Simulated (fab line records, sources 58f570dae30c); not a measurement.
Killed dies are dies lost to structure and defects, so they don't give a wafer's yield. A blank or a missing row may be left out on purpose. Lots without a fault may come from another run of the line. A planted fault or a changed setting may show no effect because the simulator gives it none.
fab line records | flow berkeley_cmos170
record lots=14 wafers=42 last_day=13
route steps=331 shown PLDD@155 PSD@184 SILICIDE@211 CONTACT@224
lots that met no fault: from a run of the same line without faults
start_h: hours from the record's first day to the start of the lot's first wafer shown | wait_h: hours since the lot's step before | " the same as in the row above | L1.1+2: a row that stands for several wafers | - no value, or no start given | * or withheld: withheld | < > ~ a bound
route shown NAME@n: a module of which the file shows steps, and the number in the route of the first | usual: mean/standard deviation of fault-free wafers | same: alike in all rows | chamber/n: place in a boat | sites: the reading at each site | _std_site: their standard deviation | _edge_site: outer sites' mean less inner sites' | radius_mm: how far each site lies from the wafer's centre | mask NAME#n: copy n | behind: the tool/chamber that last shaped the wafer | hold: why the lot was held/for how many hours/how that ended | device: the transistor (n, p or np) that didn't switch | end of line: the same wafers' tests at the end of the route | a step without rows: its recipe alone | killed: dies lost to structure and defects at the first sort, not the wafer's yield | map: a wafer's dies, x killed, . not, _ none there
set.NAME: the setting as run; set.NAME@STEP: as run at that earlier step | model.NAME: the simulator's own value behind a step, which no gauge read
steps of the route over a sample of lots; a table a step, a row a wafer
services: from which hour (start_h, from the record's first day; less than 0 if before it) a tool's chamber was out of use, for how many hours, and why
## steps
# step UCB170_PLDD_STRIP_10
# recipe chemistry=O2 power_w=400 pressure_mtorr=3500 platen_temp_c=withheld o2_flow_sccm=400 overash_fraction=0.5
# usual drypump_motor_current_A=5.6/0.52 oes_product_au=0.734/0.0045 strip_time_to_endpoint_s=21.63/0.062
# columns lot.wafer tool chamber start_h wait_h drypump_motor_current_A oes_product_au rf_hours_counter_h strip_time_to_endpoint_s
L236.3 plasma_asher-01 0 123.15 0.1 5.1 0.734 - 21.58
L236.5 " 0 " " 5.1 0.738 - 21.63
L236.6 " 1 " " 4.9 0.729 - 21.62
L238.2 plasma_asher-04 1 129.88 0.1 6.3 0.738 43 21.61
L238.3 " 0 " " 5.0 0.731 - 21.65
L238.5 " 1 " " 6.3 0.732 - 21.55
L240.1 plasma_asher-01 0 134.16 0.1 5.1 0.735 33 21.58
L240.3 " 0 " " 5.1 0.732 - 21.64
L240.6 " 1 " " 4.9 0.737 - 21.68
L239.1 plasma_asher-03 1 134.46 0.1 5.7 0.745 2 21.61
L239.4 " 1 " " 5.7 0.731 - 21.64
L239.6 " 0 " " 6.1 0.732 - 21.59
L243.1 plasma_asher-04 0 149.94 0.1 5.0 0.732 46 21.58
L243.4 " 0 " " 5.0 0.740 - 21.62
L243.6 " 1 " " 6.3 0.732 - 21.56
L246.3 plasma_asher-03 0 180.33 0.1 6.1 0.736 - 21.61
L246.4 " 1 " " 5.7 0.731 - 21.66
L246.5 " 0 " " 6.1 0.735 - 21.71
L248.4 plasma_asher-03 0 197.22 0.1 6.1 0.721 - 21.71
L248.5 " 0 " " 6.1 0.731 - 21.63
L248.6 " 1 " " 5.7 0.737 - 21.64
L250.3 plasma_asher-03 1 197.73 0.1 5.7 0.727 - 21.64
L250.4 " 0 " " 6.1 0.733 - 21.67
L250.5 " 0 " " 6.1 0.742 - 21.61
L254.3 plasma_asher-01 0 220.85 0.1 5.1 0.735 - 21.61
L254.4 " 1 " " 4.9 0.740 - 21.65
L254.6 " 0 " " 5.1 0.731 - 21.64
L253.1 plasma_asher-01 1 221.30 0.1 4.9 0.740 42 21.63
L253.4 " 0 " " 5.1 0.741 - 21.68
L253.6 " 0 " " 5.1 0.733 - 21.61
L256.1 plasma_asher-03 0 233.49 0.1 6.1 0.732 11 21.68
L256.2 " 1 " " 5.6 0.735 11 21.66
L256.4 " 0 " " 6.1 0.732 - 21.67
L255.2 plasma_asher-03 0 233.95 0.1 6.1 0.732 11 21.50
L255.4 " 1 " " 5.6 0.734 - 21.59
L255.6 " 1 " " 5.7 0.730 - 21.54
L258.3 plasma_asher-04 0 239.72 0.1 5.0 0.734 - 21.71
L258.5 " 1 " " 6.3 0.734 - 21.66
L258.6 " 0 " " 5.0 0.728 - 21.64
L259.4 plasma_asher-03 1 263.48 0.1 5.6 0.735 - 21.59
L259.5 " 0 " " 6.1 0.735 - 21.59
L259.6 " 1 " " 5.6 0.733 - 21.60
# step UCB170_PSD_STRIP_09
# recipe chemistry=O2 power_w=400 pressure_mtorr=3500 platen_temp_c=withheld o2_flow_sccm=400 overash_fraction=0.5
# usual drypump_motor_current_A=5.8/0.54 oes_product_au=0.600/0.0048 strip_time_to_endpoint_s=29.43/0.068
# columns lot.wafer tool chamber start_h wait_h drypump_motor_current_A oes_product_au rf_hours_counter_h strip_time_to_endpoint_s
L236.3 plasma_asher-04 1 128.23 0.1 6.3 0.609 - 29.36
L236.5 " 1 " " 6.3 0.598 - 29.40
L236.6 " 0 " " 5.0 0.598 - 29.38
L238.2 plasma_asher-02 1 136.24 0.1 6.5 0.602 45 29.53
L238.3 " 1 " " 6.5 0.599 - 29.50
L238.5 " 0 " " 5.3 0.604 - 29.53
L240.1 plasma_asher-02 0 142.63 0.1 5.3 0.602 45 29.42
L240.3 " 0 " " 5.3 0.598 - 29.45
L240.6 " 1 " " 6.5 0.598 - 29.42
L239.1 plasma_asher-04 1 142.91 0.1 6.4 0.597 45 29.38
L239.4 " 1 " " 6.3 0.600 - 29.29
L239.6 " 1 " " 6.4 0.604 - 29.27
L243.1 plasma_asher-02 1 160.07 0.1 6.4 0.594 47 29.42
L243.4 " 0 " " 5.3 0.607 - 29.45
L243.6 " 0 " " 5.2 0.600 - 29.43
L246.3 plasma_asher-03 0 191.59 0.1 6.1 0.603 - 29.46
L246.4 " 1 " " 5.7 0.604 - 29.43
L246.5 " 0 " " 6.1 0.600 - 29.43
L248.4 plasma_asher-03 1 208.52 0.1 5.6 0.598 - 29.38
L248.5 " 1 " " 5.6 0.602 - 29.35
L248.6 " 0 " " 6.1 0.604 - 29.30
L250.3 plasma_asher-03 1 208.88 0.1 5.7 0.604 - 29.48
L250.4 " 0 " " 6.1 0.593 - 29.49
L250.5 " 0 " " 6.1 0.596 - 29.42
L254.3 plasma_asher-04 0 229.15 0.1 5.0 0.600 - 29.50
L254.4 " 1 " " 6.3 0.593 - 29.49
L254.6 " 0 " " 5.0 0.600 - 29.36
L253.1 plasma_asher-03 0 229.24 0.1 6.1 0.599 11 29.54
L253.4 " 0 " " 6.1 0.589 - 29.57
L253.6 " 1 " " 5.6 0.599 - 29.44
L256.1 plasma_asher-04 0 247.02 0.1 5.0 0.597 54 29.46
L256.2 " 1 " " 6.3 0.597 54 29.49
L256.4 " 0 " " 5.0 0.607 - 29.39
L255.2 plasma_asher-03 1 247.26 0.1 5.7 0.602 12 29.37
L255.4 " 1 " " 5.7 0.599 - 29.45
L255.6 " 0 " " 6.1 0.598 - 29.40
L258.3 plasma_asher-04 0 247.41 0.1 5.0 0.609 - 29.42
L258.5 " 0 " " 5.0 0.604 - 29.53
L258.6 " 1 " " 6.3 0.606 - 29.47
L259.4 plasma_asher-03 0 276.41 0.1 6.0 0.596 - 29.49
L259.5 " 0 " " 6.1 0.599 - 29.45
L259.6 " 1 " " 5.6 0.597 - 29.48
# step UCB170_SILICIDE_SPUTTER_01
# recipe material=Ti target_thk_nm=30 time_s=25 power_w=1500 chamber_pressure_pa=0.5
# usual throttle_valve_pct=29.8/1.3
# columns lot.wafer tool chamber start_h wait_h throttle_valve_pct
L236.3 pvd_sputter-03 - 131.81 0.0 31.3
L236.5 " - " " 29.3
L236.6 " - " " 31.3
L238.2 pvd_sputter-03 - 142.08 0.0 29.7
L238.3 " - " " 27.9
L238.5 " - " " 31.0
L240.1 pvd_sputter-01 - 146.02 0.0 29.2
L240.3 " - " " 27.8
L240.6 " - " " 31.4
L239.1 pvd_sputter-03 - 146.42 0.0 28.2
L239.4 " - " " 31.5
L239.6 " - " " 28.3
L243.1 pvd_sputter-01 - 163.47 0.0 29.5
L243.4 " - " " 30.1
L243.6 " - " " 27.6
L246.3 pvd_sputter-03 - 194.90 0.0 28.2
L246.4 " - " " 31.5
L246.5 " - " " 27.9
L248.4 pvd_sputter-03 - 212.05 0.0 31.8
L248.5 " - " " 29.4
L248.6 " - " " 31.4
L250.3 pvd_sputter-02 - 212.54 0.0 29.4
L250.4 " - " " 28.1
L250.5 " - " " 29.7
L254.3 pvd_sputter-01 - 234.34 0.0 27.7
L254.4 " - " " 29.8
L254.6 " - " " 29.9
L253.1 pvd_sputter-02 - 234.84 0.0 29.8
L253.4 " - " " 28.1
L253.6 " - " " 29.7
L256.1 pvd_sputter-02 - 250.24 0.0 30.4
L256.2 " - " " 29.5
L256.4 " - " " 30.1
L255.2 pvd_sputter-01 - 250.96 0.0 27.5
L255.4 " - " " 30.0
L255.6 " - " " 29.4
L258.3 pvd_sputter-02 - 251.31 0.0 30.3
L258.5 " - " " 29.8
L258.6 " - " " 28.3
L259.4 pvd_sputter-01 - 280.25 0.0 31.5
L259.5 " - " " 29.6
L259.6 " - " " 28.3
# step UCB170_SILICIDE_RS_MEAS_02
# recipe thk_meas_gauge=four-point-probe reads=Ti_of_SILICIDE_SPUTTER_01
# usual SILICIDE_TI_RS=26.3/0.35
# columns lot.wafer tool chamber start_h wait_h SILICIDE_TI_RS[ohm/sq]
L236.3 film_metro-01 - 131.88 0.1 26.3
L236.5 " - " " 26.8
L236.6 " - " " 26.4
L238.2 film_metro-03 - 142.13 0.0 26.2
L238.3 " - " " 25.6
L238.5 " - " " 25.9
L240.1 film_metro-01 - 146.05 0.0 26.5
L240.3 " - " " 26.3
L240.6 " - " " 26.8
L239.1 film_metro-04 - 146.45 0.0 25.8
L239.4 " - " " 26.0
L239.6 " - " " 25.6
L243.1 film_metro-04 - 163.50 0.0 26.3
L243.4 " - " " 26.0
L243.6 " - " " 26.0
L246.3 film_metro-04 - 194.97 0.1 22.6
L246.4 " - " " 22.7
L246.5 " - " " 22.5
L248.4 film_metro-03 - 212.15 0.1 22.6
L248.5 " - " " 22.7
L248.6 " - " " 22.6
L250.3 film_metro-03 - 212.61 0.1 26.6
L250.4 " - " " 26.3
L250.5 " - " " 26.8
L254.3 film_metro-04 - 234.41 0.1 26.0
L254.4 " - " " 26.1
L254.6 " - " " 25.9
L253.1 film_metro-04 - 234.88 0.0 26.8
L253.4 " - " " 26.1
L253.6 " - " " 26.7
L256.1 film_metro-01 - 250.27 0.0 26.4
L256.2 " - " " 26.5
L256.4 " - " " 26.1
L255.2 film_metro-01 - 251.01 0.0 25.8
L255.4 " - " " 26.1
L255.6 " - " " 26.2
L258.3 film_metro-03 - 251.38 0.1 26.4
L258.5 " - " " 26.1
L258.6 " - " " 26.0
L259.4 film_metro-01 - 280.34 0.1 26.6
L259.5 " - " " 26.6
L259.6 " - " " 26.2
# step UCB170_SILICIDE_THK_MEAS_03
# recipe thk_meas_gauge=xrf reads=Ti_of_SILICIDE_SPUTTER_01
# usual SILICIDE_TI_THK=29.6/0.37
# columns lot.wafer tool chamber start_h wait_h SILICIDE_TI_THK[nm]
L236.3 film_metro-01 - 131.98 0.1 29.5
L236.5 " - " " 29.1
L236.6 " - " " 29.3
L238.2 film_metro-03 - 142.24 0.1 29.4
L238.3 " - " " 29.9
L238.5 " - " " 29.6
L240.1 film_metro-01 - 146.17 0.1 29.4
L240.3 " - " " 29.6
L240.6 " - " " 29.3
L239.1 film_metro-04 - 146.57 0.1 30.2
L239.4 " - " " 30.0
L239.6 " - " " 30.3
L243.1 film_metro-04 - 163.62 0.1 29.8
L243.4 " - " " 29.9
L243.6 " - " " 30.0
L246.3 film_metro-04 - 195.07 0.1 33.8
L246.4 " - " " 33.8
L246.5 " - " " 33.9
L248.4 film_metro-03 - 212.24 0.1 33.3
L248.5 " - " " 33.1
L248.6 " - " " 33.3
L250.3 film_metro-03 - 212.71 0.1 28.9
L250.4 " - " " 29.1
L250.5 " - " " 28.8
L254.3 film_metro-04 - 234.51 0.1 29.8
L254.4 " - " " 29.7
L254.6 " - " " 29.9
L253.1 film_metro-04 - 235.00 0.1 29.2
L253.4 " - " " 29.7
L253.6 " - " " 29.2
L256.1 film_metro-01 - 250.39 0.1 29.6
L256.2 " - " " 29.4
L256.4 " - " " 29.7
L255.2 film_metro-01 - 251.12 0.1 30.1
L255.4 " - " " 29.7
L255.6 " - " " 29.7
L258.3 film_metro-03 - 251.48 0.1 29.3
L258.5 " - " " 29.5
L258.6 " - " " 29.7
L259.4 film_metro-01 - 280.43 0.1 29.5
L259.5 " - " " 29.3
L259.6 " - " " 29.8
# step UCB170_CONTACT_RTA_08
# recipe temp_c=900 time_s=10 ambient=N2
# usual lamp_power_pct=24.0/1.1 wafer_temp_C_max=903.2/0.92
# same time_s=10
# columns lot.wafer tool chamber start_h wait_h lamp_power_pct wafer_temp_C_max
L236.3 rtp_anneal-02 0 135.20 0.0 25.1 901.8
L236.5 " 0 " " 25.1 902.8
L236.6 " 0 " " 25.1 902.9
L238.2 rtp_anneal-02 0 145.21 0.0 25.1 902.6
L238.3 " 0 " " 25.1 902.7
L238.5 " 0 " " 25.1 902.5
L240.1 rtp_anneal-02 0 149.22 0.0 25.1 903.0
L240.3 " 0 " " 25.1 903.3
L240.6 " 0 " " 25.1 902.2
L239.1 rtp_anneal-02 0 151.07 0.0 25.1 901.6
L239.4 " 0 " " 25.1 904.0
L239.6 " 0 " " 25.1 902.1
L243.1 rtp_anneal-01 0 166.52 0.0 22.9 903.5
L243.4 " 0 " " 22.9 903.5
L243.6 " 0 " " 22.9 902.8
L246.3 rtp_anneal-02 0 198.83 0.0 25.1 902.5
L246.4 " 0 " " 25.1 902.5
L246.5 " 0 " " 25.1 902.0
L248.4 rtp_anneal-02 0 215.40 0.0 25.1 903.2
L248.5 " 0 " " 25.1 903.1
L248.6 " 0 " " 25.1 902.9
L250.3 rtp_anneal-01 0 216.31 0.0 22.9 902.3
L250.4 " 0 " " 22.9 904.0
L250.5 " 0 " " 22.9 903.5
L254.3 rtp_anneal-02 0 238.55 0.0 25.1 902.0
L254.4 " 0 " " 25.1 903.6
L254.6 " 0 " " 25.1 901.9
L253.1 rtp_anneal-02 0 238.97 0.0 25.1 903.2
L253.4 " 0 " " 25.1 902.6
L253.6 " 0 " " 25.1 902.7
L256.1 rtp_anneal-01 0 255.82 0.0 22.9 904.1
L256.2 " 0 " " 22.9 903.1
L256.4 " 0 " " 22.9 903.6
L255.2 rtp_anneal-01 0 255.90 0.1 22.9 902.5
L255.4 " 0 " " 22.9 902.1
L255.6 " 0 " " 22.9 906.7
L258.3 rtp_anneal-02 0 255.91 0.1 25.1 902.4
L258.5 " 0 " " 25.1 902.8
L258.6 " 0 " " 25.1 903.0
L259.4 rtp_anneal-01 0 284.57 0.0 22.9 903.3
L259.5 " 0 " " 22.9 904.9
L259.6 " 0 " " 22.9 903.2
## services
# columns tool chamber start_h hours kind
plasma_asher-03 - 108.83 9.0 pm
plasma_asher-03 0 108.83 9.0 vent_cycle
plasma_asher-03 1 108.83 9.0 vent_cycle
plasma_asher-03 0 117.83 - clean
plasma_asher-03 1 117.83 - clean
pvd_sputter-02 - 142.36 0.6 repair
rtp_anneal-02 - 166.72 3.9 pm
pvd_sputter-02 - 197.69 14.7 repair
plasma_asher-04 - 203.48 2.8 pm
plasma_asher-04 - 212.69 0.3 repair
pvd_sputter-02 - 235.86 2.2 repair
pvd_sputter-01 - 244.91 0.9 repair
plasma_asher-02 - 252.50 0.7 repair
pvd_sputter-02 - 275.18 3.6 repair
plasma_asher-03 - 282.57 3.4 repair
## key
first_sign step=UCB170_SILICIDE_RS_MEAS_02 reading=SILICIDE_TI_RS direction=down sigmas=10 usual=26.3 struck=22.6
effect step=UCB170_SILICIDE_THK_MEAS_03 reading=SILICIDE_TI_THK direction=up sigmas=11 usual=29.6 struck=33.5
met_at UCB170_SILICIDE_SPUTTER_01
struck_lots L246,L248
tester_left_out L246,L248
not_acting_at UCB170_PLDD_STRIP_10,UCB170_PSD_STRIP_09,UCB170_CONTACT_RTA_08
onset_between 146.42 194.90
fault kind=process_parameter_drift tool=pvd_sputter-03 chamber=- onset_h=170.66 steps=UCB170_SILICIDE_SPUTTER_01 channel=time_s offset=* shape=step end_h=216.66 acts_in=* stated=*
# tester_left_out: of these lots the tester's yield and bins aren't shown, on N5 and GAA mostly nor the transistor test; their killed dies are dies lost to structure and defects alone, not to doping, threshold or leakage, so they don't give the yield
